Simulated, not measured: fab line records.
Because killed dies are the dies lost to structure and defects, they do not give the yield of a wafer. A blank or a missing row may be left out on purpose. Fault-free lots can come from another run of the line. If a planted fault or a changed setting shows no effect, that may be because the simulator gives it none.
Which tool did it? ; flow rit_cmos ; 14 lots, 42 wafers sampled, at 2 steps of a route of 202

== WHAT THE GAUGES SHOWED, per wafer ==
RIT_ACTIVE_THK_MEAS_04.
lot;measured;on;ACTIVE_NITRIDE_THK (nm)
L616;day 1 13:32;film_metro-01;150.0 150.0 149.9
L617;day 1 18:32;film_metro-02;147.2 145.6 146.5
L618;day 1 23:33;film_metro-03;148.1 148.4 147.9
L619;day 2 04:32;film_metro-03;150.5 151.0 149.5
L620;day 2 09:32;film_metro-01;148.8 149.1 148.2
L621;day 2 15:30;film_metro-02;152.3 150.7 151.9
L627;day 3 21:43;film_metro-01;149.2 149.3 147.7
L628;day 4 03:04;film_metro-01;171.9 170.4 172.8 171.8 170.5 172.7
L630;day 4 12:22;film_metro-03;175.4 174.7 175.3 175.3 174.6 175.3
L631;day 4 17:05;film_metro-03;173.3 173.2 172.5 173.5 173.1 172.4
L632;day 4 21:32;film_metro-02;148.5 149.7 149.2
L633;day 5 02:33;film_metro-03;148.4 149.5 148.1
L634;day 5 08:19;film_metro-01;147.8 147.4 148.5
L636;day 5 17:34;film_metro-03;150.1 149.2 148.9

== TOOL THAT RAN EACH LOT (tool first, then ch and the chambers of the sampled wafers, then the start) ==
lot;RIT_ACTIVE_CVD_03
L616;lpcvd-02 ch 0, day 1 12:07
L617;lpcvd-01 ch 0, day 1 17:07
L618;lpcvd-02 ch 1, day 1 22:07
L619;lpcvd-02 ch 1, day 2 03:07
L620;lpcvd-01 ch 1, day 2 08:07
L621;lpcvd-02 ch 0, day 2 14:05
L627;lpcvd-01 ch 1, day 3 20:17
L628;lpcvd-01 ch 1, day 4 00:56
L630;lpcvd-01 ch 0, day 4 10:58
L631;lpcvd-01 ch 0, day 4 15:40
L632;lpcvd-02 ch 1, day 4 20:07
L633;lpcvd-02 ch 1, day 5 01:07
L634;lpcvd-02 ch 1, day 5 06:53
L636;lpcvd-02 ch 0, day 5 16:09
- RIT_ACTIVE_CVD_03: deposits Si3N4 from SiH2Cl2/NH3, target thk 150 nm, time 1500 s.

== AS READ BY THE TOOLS THEMSELVES (means over the sampled wafers that have a number; for cases with no such wafer, the mark the record gives instead) ==
RIT_ACTIVE_CVD_03.
lot;tool;nh3_flow_sccm (sccm)
L616;lpcvd-02;150.1
L617;lpcvd-01;150.1
L618;lpcvd-02;149.9
L619;lpcvd-02;150.0
L620;lpcvd-01;149.5
L621;lpcvd-02;149.8
L627;lpcvd-01;150.0
L628;lpcvd-01;180.8
L630;lpcvd-01;180.1
L631;lpcvd-01;179.7
L632;lpcvd-02;149.9
L633;lpcvd-02;149.3
L634;lpcvd-02;149.9
L636;lpcvd-02;149.7

== THE ANSWER, worked out from the rows above alone ==
Rule: the usual values come from the lots themselves. The widest of any qualifying gaps counts: lots, ordered by their means at a reading, are off when they make up no more than a third of the lots, leave a main group of 4 or more, and stand apart from it by 3 or more times the standard deviation of that group's means. A main group whose means are all the same, to the digits that the tables above print for the reading, isn't used. A lot without any number at a reading at which 4 lots or more have one is off too. Where the step has rows for the other lots, those lots are counted as sound. Order of review: gauges by route order, followed by the tools' own readings, for which a lot's mean as printed above is used. The first step at which some lot is off is used, and at that step the reading that is off furthest; a lot without a number counts as furthest.
Off: L628, L630, L631, seen at RIT_ACTIVE_THK_MEAS_04 (ACTIVE_NITRIDE_THK). Main group: mean 149.0 nm, sd 1.3.
A tool fits if, at a process step before that reading, it ran every lot that is off, and no sound lot after the first of them. Not tried: the gauges at RIT_ACTIVE_THK_MEAS_04; whatever is off there is also off at RIT_ACTIVE_CVD_03, on other tools, and gauge error can't account for it. One fits: lpcvd-01 at RIT_ACTIVE_CVD_03. A fault onset in the window from L627 (day 3 20:17, its last sound lot) to L628 (day 4 00:56, its first lot off) fits.
On the lots that are off, the tool's own readings at RIT_ACTIVE_CVD_03 differ by more than 5 times the standard deviation of the sound lots' means, which bears it out; nh3_flow_sccm reads 180.2 sccm there versus 149.8 sccm on the sound lots.

== WHAT THE SIMULATOR PUT IN ==
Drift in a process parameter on lpcvd-01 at RIT_ACTIVE_CVD_03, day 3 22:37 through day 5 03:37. Setting nh3_flow_sccm, moved by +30, from 150. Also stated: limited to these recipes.
Shown lots that were struck: L628, L630, L631. This agrees with what the rule above found.
